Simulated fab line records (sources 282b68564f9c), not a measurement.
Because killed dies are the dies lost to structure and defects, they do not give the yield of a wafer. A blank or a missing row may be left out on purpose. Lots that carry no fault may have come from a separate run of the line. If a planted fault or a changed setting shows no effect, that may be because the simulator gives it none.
Lot-split experiment :: flow rit-cmos :: route with 202 steps; 5 lots, 23 wafers read

## ABOUT THE SPLIT
At RIT_NWELL_IMPLANT_08, the setting energy-kev was moved away from the recipe's 170 on 12 of the 23 wafers read, by -5.9% to +2.1%. All remaining wafers had this setting at the recipe value.

Reading taken at the split's own step.

## THE READING
In nm, at RIT_NWELL_IMPLANT_08: implant.drp-nm, which is the simulator's own figure and was read by no gauge. The file gives no usual value for it.

wafer: L074.1
tool, chamber at the split: implanter-02, 0
energy-kev as run: 170
against the recipe: recipe
implant.drp-nm, nm: 68.82
against lot-mates on the recipe: -

wafer: L074.2
tool, chamber at the split: implanter-02, 0
energy-kev as run: 170
against the recipe: recipe
implant.drp-nm, nm: 68.82
against lot-mates on the recipe: -

wafer: L074.3
tool, chamber at the split: implanter-02, 0
energy-kev as run: 164
against the recipe: -3.5%
implant.drp-nm, nm: 67.03
against lot-mates on the recipe: -1.79

wafer: L074.5
tool, chamber at the split: implanter-02, 0
energy-kev as run: 164
against the recipe: -3.5%
implant.drp-nm, nm: 67.03
against lot-mates on the recipe: -1.79

wafer: L074.6
tool, chamber at the split: implanter-02, 0
energy-kev as run: 164
against the recipe: -3.5%
implant.drp-nm, nm: 67.03
against lot-mates on the recipe: -1.79

wafer: L076.1
tool, chamber at the split: implanter-01, 0
energy-kev as run: 164.7
against the recipe: -3.1%
implant.drp-nm, nm: 67.24
against lot-mates on the recipe: -1.58

wafer: L076.4
tool, chamber at the split: implanter-01, 0
energy-kev as run: 164.7
against the recipe: -3.1%
implant.drp-nm, nm: 67.24
against lot-mates on the recipe: -1.58

wafer: L076.6
tool, chamber at the split: implanter-01, 0
energy-kev as run: 164.7
against the recipe: -3.1%
implant.drp-nm, nm: 67.24
against lot-mates on the recipe: -1.58

wafer: L076.3
tool, chamber at the split: implanter-01, 0
energy-kev as run: 170
against the recipe: recipe
implant.drp-nm, nm: 68.82
against lot-mates on the recipe: -

wafer: L076.5
tool, chamber at the split: implanter-01, 0
energy-kev as run: 170
against the recipe: recipe
implant.drp-nm, nm: 68.82
against lot-mates on the recipe: -

wafer: L081.1
tool, chamber at the split: implanter-02, 0
energy-kev as run: 173.5
against the recipe: +2.1%
implant.drp-nm, nm: 69.88
against lot-mates on the recipe: +1.06

wafer: L081.2
tool, chamber at the split: implanter-02, 0
energy-kev as run: 173.5
against the recipe: +2.1%
implant.drp-nm, nm: 69.88
against lot-mates on the recipe: +1.06

wafer: L081.6
tool, chamber at the split: implanter-02, 0
energy-kev as run: 173.5
against the recipe: +2.1%
implant.drp-nm, nm: 69.88
against lot-mates on the recipe: +1.06

wafer: L081.3
tool, chamber at the split: implanter-02, 0
energy-kev as run: 170
against the recipe: recipe
implant.drp-nm, nm: 68.82
against lot-mates on the recipe: -

wafer: L081.4
tool, chamber at the split: implanter-02, 0
energy-kev as run: 170
against the recipe: recipe
implant.drp-nm, nm: 68.82
against lot-mates on the recipe: -

wafer: L082.2
tool, chamber at the split: implanter-04, 0
energy-kev as run: 170
against the recipe: recipe
implant.drp-nm, nm: 68.82
against lot-mates on the recipe: -

wafer: L082.4
tool, chamber at the split: implanter-04, 0
energy-kev as run: 170
against the recipe: recipe
implant.drp-nm, nm: 68.82
against lot-mates on the recipe: -

wafer: L082.3
tool, chamber at the split: implanter-04, 0
energy-kev as run: 159.9
against the recipe: -5.9%
implant.drp-nm, nm: 65.79
against lot-mates on the recipe: -3.03

wafer: L082.5
tool, chamber at the split: implanter-04, 0
energy-kev as run: 159.9
against the recipe: -5.9%
implant.drp-nm, nm: 65.79
against lot-mates on the recipe: -3.03

wafer: L082.6
tool, chamber at the split: implanter-04, 0
energy-kev as run: 159.9
against the recipe: -5.9%
implant.drp-nm, nm: 65.79
against lot-mates on the recipe: -3.03

wafer: L083.1
tool, chamber at the split: implanter-02, 0
energy-kev as run: 170
against the recipe: recipe
implant.drp-nm, nm: 68.82
against lot-mates on the recipe: -

wafer: L083.5
tool, chamber at the split: implanter-02, 0
energy-kev as run: 170
against the recipe: recipe
implant.drp-nm, nm: 68.82
against lot-mates on the recipe: -

wafer: L083.6
tool, chamber at the split: implanter-02, 0
energy-kev as run: 170
against the recipe: recipe
implant.drp-nm, nm: 68.82
against lot-mates on the recipe: -

FIT RESULTS
A straight line over all 23 wafers: implant.drp-nm changes by +0.51 nm for each +1% of energy-kev; r = +1.00; the points scatter about the line by 0.0051 nm.
The same after taking each lot's own level away (the mean of its wafers on the recipe; 23 wafers): +0.51 nm for each +1%; r = +1.00; scatter 0.0051 nm.
According to that fit, moving energy-kev by its largest amount changes the reading by 3 nm.
The lots' own levels span 68.820 to 68.820 nm.
Hence the lot-to-lot level has little effect on the slope; both slopes agree.
Check: with one of the wafers moved furthest among these (-5.9%) left out of the fit, the line predicts -3.02 nm for it against its lot-mates. It came out at -3.03 nm against them.

## OTHER SPLITS APPLIED TO THESE WAFERS
These wafers also went through other splits before the reading. Each is held against what the fit with the lots' levels taken away leaves over:
other split on the same wafers: RIT_ACTIVE_CVD_03 temp-c
wafers away from the commonest value: 18
r with implant.drp-nm (lot level and that fit taken away): -0.13

other split on the same wafers: RIT_ACTIVE_ETCH_13 time-s
wafers away from the commonest value: 6
r with implant.drp-nm (lot level and that fit taken away): -0.27

other split on the same wafers: RIT_FOX2_OXIDATION_00 ox-time-s
wafers away from the commonest value: 18
r with implant.drp-nm (lot level and that fit taken away): +0.34

## THE WHOLE CHAIN: every reading that the file lists as answering this split, in the file's order
step: RIT_NWELL_IMPLANT_08
what it does: 
reading: implant.rp-nm (the simulator's own value, which no gauge read)
change (the file's fit): +2.13 nm for each +1% of the setting
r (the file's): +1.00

step: RIT_NWELL_IMPLANT_08
what it does: 
reading: implant.drp-nm (the simulator's own value, which no gauge read)
change (the file's fit): +0.51 nm for each +1% of the setting
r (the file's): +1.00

## THE FILE'S OWN FIT
implant.drp-nm changes by +0.51 nm for each +1% of energy-kev, r = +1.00.
